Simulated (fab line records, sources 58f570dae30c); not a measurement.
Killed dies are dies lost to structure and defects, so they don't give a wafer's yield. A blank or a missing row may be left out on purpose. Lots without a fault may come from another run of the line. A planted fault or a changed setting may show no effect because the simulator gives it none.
Split-lot experiment | flow berkeley_cmos170 | 5 lots, 23 wafers read, on a route of 331 steps

THE SPLIT
At UCB170_CONTACT_CVD_01 (deposits PSG from SiH4/O2/PH3, target thk 700 nm, time 2820 s), the setting time_s was moved away from the recipe's 2820 s on 20 of the 23 wafers read, by +3.9% to +13.2%. The other wafers ran this setting at the recipe's value.

The file shows no step between the split and the reading.

THE READING
CONTACT_PSG_THK, in nm, at UCB170_CONTACT_THK_MEAS_02. Fault-free wafers of this fab line usually give 703 nm, standard deviation 6.2 nm.

wafer  | tool, chamber at the split | time_s as run, s | against the recipe | CONTACT_PSG_THK, nm | against lot-mates on the recipe
L074.2 | -, -                       | 3109             | +10.2%             | 775                 | no lot-mate on the recipe
L074.3 | -, -                       | 3109             | +10.2%             | 774                 | no lot-mate on the recipe
L074.4 | -, -                       | 3109             | +10.2%             | 774                 | no lot-mate on the recipe
L074.5 | -, -                       | 3109             | +10.2%             | 774                 | no lot-mate on the recipe
L074.6 | -, -                       | 3109             | +10.2%             | 771                 | no lot-mate on the recipe
L077.1 | -, -                       | 2931             | +3.9%              | 734                 | no lot-mate on the recipe
L077.3 | -, -                       | 2931             | +3.9%              | 731                 | no lot-mate on the recipe
L077.4 | -, -                       | 2931             | +3.9%              | 736                 | no lot-mate on the recipe
L077.5 | -, -                       | 2931             | +3.9%              | 737                 | no lot-mate on the recipe
L077.6 | -, -                       | 2931             | +3.9%              | 733                 | no lot-mate on the recipe
L078.1 | -, -                       | 3192             | +13.2%             | 787                 | no lot-mate on the recipe
L078.2 | -, -                       | 3192             | +13.2%             | 783                 | no lot-mate on the recipe
L078.3 | -, -                       | 3192             | +13.2%             | 795                 | no lot-mate on the recipe
L078.4 | -, -                       | 3192             | +13.2%             | 791                 | no lot-mate on the recipe
L078.6 | -, -                       | 3192             | +13.2%             | 786                 | no lot-mate on the recipe
L082.1 | lpcvd-02, 1                | 2820             | recipe             | 703                 | -
L082.3 | lpcvd-02, 1                | 2820             | recipe             | 700                 | -
L082.4 | lpcvd-02, 1                | 2820             | recipe             | 702                 | -
L083.1 | -, -                       | 2973             | +5.4%              | 732                 | no lot-mate on the recipe
L083.2 | -, -                       | 2973             | +5.4%              | 732                 | no lot-mate on the recipe
L083.3 | -, -                       | 2973             | +5.4%              | 729                 | no lot-mate on the recipe
L083.5 | -, -                       | 2973             | +5.4%              | 729                 | no lot-mate on the recipe
L083.6 | -, -                       | 2973             | +5.4%              | 726                 | no lot-mate on the recipe

THE FIT
A straight line over all 23 wafers: CONTACT_PSG_THK changes by +6.64 nm for each +1% of time_s; r = +0.98; the points scatter about the line by 6 nm.
Too few moved wafers have a lot-mate on the recipe to fit a line with each lot's own level taken away.

THE WHOLE CHAIN: every reading that the file lists as answering this split, in the file's order
step                       | what it does                                                         | reading                                                                       | change (the file's fit)              | r (the file's)
UCB170_CONTACT_CVD_01      | deposits PSG from SiH4/O2/PH3, target thk 700 nm, time 2820 s        | PSG_of_CONTACT_CVD_01.thk_nm (the simulator's own value, which no gauge read) | +6.64 nm for each +1% of the setting | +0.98
UCB170_CONTACT_THK_MEAS_02 |                                                                      | CONTACT_PSG_THK                                                               | +6.64 for each +1% of the setting    | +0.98
UCB170_M1_METAL_ETCH_12    | etches Al in Cl2/BCl3, stops on PSG, target depth 780 nm, time 130 s | PSG_of_CONTACT_CVD_01.thk_nm (the simulator's own value, which no gauge read) | +6.49 nm for each +1% of the setting | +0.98

THE FILE'S OWN FIT
CONTACT_PSG_THK changes by +6.64 nm for each +1% of time_s, r = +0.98.
